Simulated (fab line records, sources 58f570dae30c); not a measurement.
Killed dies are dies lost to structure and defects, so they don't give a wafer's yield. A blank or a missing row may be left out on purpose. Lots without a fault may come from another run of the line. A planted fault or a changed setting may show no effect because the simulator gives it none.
Split-lot experiment | flow berkeley_cmos170 | 5 lots, 23 wafers read, on a route of 331 steps

THE SPLIT
At UCB170_NSD_PEB_04, the setting peb_temp_c was moved away from the recipe's 130 C on 7 of the 23 wafers read, by -2.1% to +1.5%. The other wafers ran this setting at the recipe's value.

FROM THE SPLIT TO THE READING: what the file shows between them, 1 step
- UCB170_NSD_DEVELOP_05: develop time 45 s

THE READING
cd_nm, in nm, at UCB170_NSD_CD_MEAS_06 (target cd 1200 nm). Fault-free wafers of this fab line usually give 1199.8 nm, standard deviation 1.2 nm.

wafer  | tool, chamber at the split | peb_temp_c as run, C | against the recipe | cd_nm, nm | against lot-mates on the recipe
L074.1 | litho_track-01, 0          | 131.6                | +1.2%              | 1212.5    | +11.3
L074.2 | litho_track-01, 0          | 131.6                | +1.2%              | 1212.2    | +11.0
L074.3 | litho_track-01, 0          | 131.6                | +1.2%              | 1211.6    | +10.4
L074.5 | litho_track-01, 0          | 130                  | recipe             | 1201.5    | -
L074.6 | litho_track-01, 0          | 130                  | recipe             | 1200.8    | -
L078.1 | litho_track-01, 0          | 130                  | recipe             | 1198.9    | -
L078.2 | litho_track-01, 0          | 130                  | recipe             | 1198.6    | -
L078.3 | litho_track-01, 0          | 130                  | recipe             | 1199.0    | -
L078.4 | litho_track-01, 0          | 130                  | recipe             | 1199.6    | -
L078.6 | litho_track-01, 0          | 130                  | recipe             | 1199.9    | -
L079.1 | litho_track-03, 0          | 130                  | recipe             | 1200.2    | -
L079.2 | litho_track-03, 0          | 132                  | +1.5%              | 1211.8    | +12.1
L079.3 | litho_track-03, 0          | 130                  | recipe             | 1198.7    | -
L079.4 | litho_track-03, 0          | 132                  | +1.5%              | 1211.9    | +12.2
L079.6 | litho_track-03, 0          | 130                  | recipe             | 1200.3    | -
L081.1 | litho_track-04, 0          | 127.3                | -2.1%              | 1177.6    | -21.1
L081.2 | litho_track-04, 0          | 130                  | recipe             | 1199.0    | -
L081.3 | litho_track-04, 0          | 130                  | recipe             | 1197.9    | -
L081.4 | litho_track-04, 0          | 130                  | recipe             | 1199.3    | -
L081.6 | litho_track-04, 0          | 127.3                | -2.1%              | 1178.3    | -20.4
L082.3 | litho_track-01, 0          | 130                  | recipe             | 1200.2    | -
L082.4 | litho_track-01, 0          | 130                  | recipe             | 1200.0    | -
L082.5 | litho_track-01, 0          | 130                  | recipe             | 1200.3    | -

THE FIT
A straight line over all 23 wafers: cd_nm changes by +9.74 nm for each +1% of peb_temp_c; r = +0.99; the points scatter about the line by 1.2 nm.
The same after taking each lot's own level away (the mean of its wafers on the recipe; 23 wafers): +9.22 nm for each +1%; r = +0.99; scatter 0.87 nm.
On that fit, the largest move of peb_temp_c shifts the reading by 19 nm.
The lots' own levels span 1198.73 to 1201.15 nm, that is 2.0 times the standard deviation above.
So the lot-to-lot level changes the slope little: the two slopes agree.
Check: with one of the wafers moved furthest among these (-2.1%) left out of the fit, the line predicts -18.8 nm for it against its lot-mates. It came out at -21.1 nm against them.

OTHER SPLITS ON THESE WAFERS
These wafers also went through other splits before the reading. Each is held against what the fit with the lots' levels taken away leaves over:
other split on the same wafers       | wafers away from the commonest value | r with cd_nm (lot level and that fit taken away)
UCB170_PWELL_OXIDATION_02 temp_c     | 15                                   | +0.27
UCB170_ACTIVE_OXIDATION_02 ox_time_s | 18                                   | -0.05
UCB170_PFIELD_COAT_01 spin_rpm       | 8                                    | +0.08
UCB170_FIELD_OXIDATION_01 ox_time_s  | 10                                   | -0.22
UCB170_PVT_IMPLANT_07 dose_cm2       | 11                                   | +0.18
UCB170_PVT_STRIP_08 o2_flow_sccm     | 9                                    | -0.18
UCB170_NLDD_COAT_01 resist_thk_nm    | 5                                    | +0.18
UCB170_PSD_EXPOSE_03 dose_mj         | 8                                    | -0.14

THE FILE'S OWN FIT
cd_nm changes by +9.18 nm for each +1% of peb_temp_c, r = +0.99.
